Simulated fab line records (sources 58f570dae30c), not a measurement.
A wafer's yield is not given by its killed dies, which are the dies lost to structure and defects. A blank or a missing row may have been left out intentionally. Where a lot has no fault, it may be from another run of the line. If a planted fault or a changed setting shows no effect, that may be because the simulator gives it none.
The tool behind it: which one? / flow berkeley-cmos170 / at 1 step of a route of 331, 15 lots with 45 wafers sampled

== WHAT EACH GAUGE READ, for each wafer ==
The record holds no reading of a measuring or inspecting step that can be judged against a usual standard deviation.

== WHICH TOOL RAN EACH LOT (tool, then ch and the chambers of the sampled wafers, then the start) ==
lot=L492; UCB170_V1_CMP_02=cmp-01 ch 0,1,2, day 8 09:37
lot=L493; UCB170_V1_CMP_02=cmp-02 ch 0,1, day 8 09:37
lot=L495; UCB170_V1_CMP_02=cmp-01 ch 0,1,3, day 9 00:10
lot=L497; UCB170_V1_CMP_02=cmp-02 ch 0,1,3, day 9 01:58
lot=L496; UCB170_V1_CMP_02=cmp-01 ch 0,3, day 9 03:11
lot=L500; UCB170_V1_CMP_02=cmp-01 ch 0,3, day 10 00:42
lot=L505; UCB170_V1_CMP_02=cmp-02 ch 0,1,2, day 10 21:18
lot=L504; UCB170_V1_CMP_02=cmp-01 ch 0,1,3, day 10 22:38
lot=L503; UCB170_V1_CMP_02=cmp-02 ch 0,2, day 10 23:58
lot=L506; UCB170_V1_CMP_02=cmp-02 ch 0,3, day 11 09:48
lot=L507; UCB170_V1_CMP_02=cmp-02 ch 0,2,3, day 11 23:47
lot=L508; UCB170_V1_CMP_02=cmp-01 ch 0,1,3, day 12 01:09
lot=L510; UCB170_V1_CMP_02=cmp-02 ch 1,3, day 12 06:29
lot=L509; UCB170_V1_CMP_02=cmp-01 ch 1,2, day 12 07:50
lot=L511; UCB170_V1_CMP_02=cmp-02 ch 1,2,3, day 12 07:52
- UCB170_V1_CMP_02: polishes SiO2.

== WHAT THE TOOLS THEMSELVES READ (means of the sampled wafers that have a number; where no wafer has one, the mark that the record gives instead) ==
UCB170_V1_CMP_02.
lot=L492; tool=cmp-01; edge-zone-pressure-frac=1.001; motor-current-A (A)=16.1; platen-rpm (rpm)=59.99; retaining-ring-pressure-frac=0.997
lot=L493; tool=cmp-02; edge-zone-pressure-frac=1.000; motor-current-A (A)=16.9; platen-rpm (rpm)=59.98; retaining-ring-pressure-frac=0.992
lot=L495; tool=cmp-01; edge-zone-pressure-frac=1.004; motor-current-A (A)=16.3; platen-rpm (rpm)=59.99; retaining-ring-pressure-frac=0.998
lot=L497; tool=cmp-02; edge-zone-pressure-frac=0.997; motor-current-A (A)=16.2; platen-rpm (rpm)=60.06; retaining-ring-pressure-frac=0.998
lot=L496; tool=cmp-01; edge-zone-pressure-frac=0.998; motor-current-A (A)=15.8; platen-rpm (rpm)=59.98; retaining-ring-pressure-frac=0.992
lot=L500; tool=cmp-01; edge-zone-pressure-frac=1.002; motor-current-A (A)=15.2; platen-rpm (rpm)=60.01; retaining-ring-pressure-frac=0.998
lot=L505; tool=cmp-02; edge-zone-pressure-frac=1.001; motor-current-A (A)=15.3; platen-rpm (rpm)=60.00; retaining-ring-pressure-frac=1.006
lot=L504; tool=cmp-01; edge-zone-pressure-frac=1.000; motor-current-A (A)=16.3; platen-rpm (rpm)=59.98; retaining-ring-pressure-frac=1.001
lot=L503; tool=cmp-02; edge-zone-pressure-frac=1.009; motor-current-A (A)=13.5; platen-rpm (rpm)=59.98; retaining-ring-pressure-frac=0.999
lot=L506; tool=cmp-02; edge-zone-pressure-frac=1.000; motor-current-A (A)=16.7; platen-rpm (rpm)=59.98; retaining-ring-pressure-frac=1.004
lot=L507; tool=cmp-02; edge-zone-pressure-frac=1.042; motor-current-A (A)=15.5; platen-rpm (rpm)=59.99; retaining-ring-pressure-frac=1.001
lot=L508; tool=cmp-01; edge-zone-pressure-frac=1.000; motor-current-A (A)=16.2; platen-rpm (rpm)=60.03; retaining-ring-pressure-frac=1.004
lot=L510; tool=cmp-02; edge-zone-pressure-frac=1.037; motor-current-A (A)=18.0; platen-rpm (rpm)=59.98; retaining-ring-pressure-frac=1.001
lot=L509; tool=cmp-01; edge-zone-pressure-frac=0.998; motor-current-A (A)=17.4; platen-rpm (rpm)=60.00; retaining-ring-pressure-frac=1.003
lot=L511; tool=cmp-02; edge-zone-pressure-frac=1.044; motor-current-A (A)=16.0; platen-rpm (rpm)=59.97; retaining-ring-pressure-frac=1.002

== THE ANSWER, worked out from the rows above alone ==
Rule: the lots themselves supply what counts as usual. The widest of any qualifying gaps counts: lots, ordered by their means at a reading, are off when they make up no more than a third of the lots, leave a main group of 4 or more, and stand apart from it by 3 or more times the standard deviation of that group's means. The tables above print the reading to a certain number of digits; a main group whose means all agree to those digits is not used. A lot without any number at a reading at which 4 lots or more have one is off too. The other lots that the step has rows for count as sound. The gauges are gone through in route order, then the tools' own readings, and for those a lot's mean is taken as printed above. At the first step where some lot is off, the reading lying furthest off is the one used; lots without a number count as furthest.
Off: L507, L510, L511 (UCB170_V1_CMP_02, edge-zone-pressure-frac). The main group: mean 1.001, standard deviation 0.0031.
If a tool, at that step or one of the process steps before it, ran each lot that is off and ran no sound lot following the first of them, it fits. One fits: cmp-02 at UCB170_V1_CMP_02. A fault onset in the window from L506 (day 11 09:48, its last sound lot) to L507 (day 11 23:47, its first lot off) fits.
The tool's own readings at UCB170_V1_CMP_02 bear it out: on the lots that are off they differ by more than 5 times the standard deviation of the sound lots' means. edge-zone-pressure-frac reads 1.041 there against 1.001 on the sound lots.

== WHAT HAD BEEN PUT IN BY THE SIMULATOR ==
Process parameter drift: cmp-02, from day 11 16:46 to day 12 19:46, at UCB170_V1_CMP_02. Setting edge-zone-pressure-frac, moved by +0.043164.
Shown lots that were struck: L507, L510, L511. Same finding as the rule above.
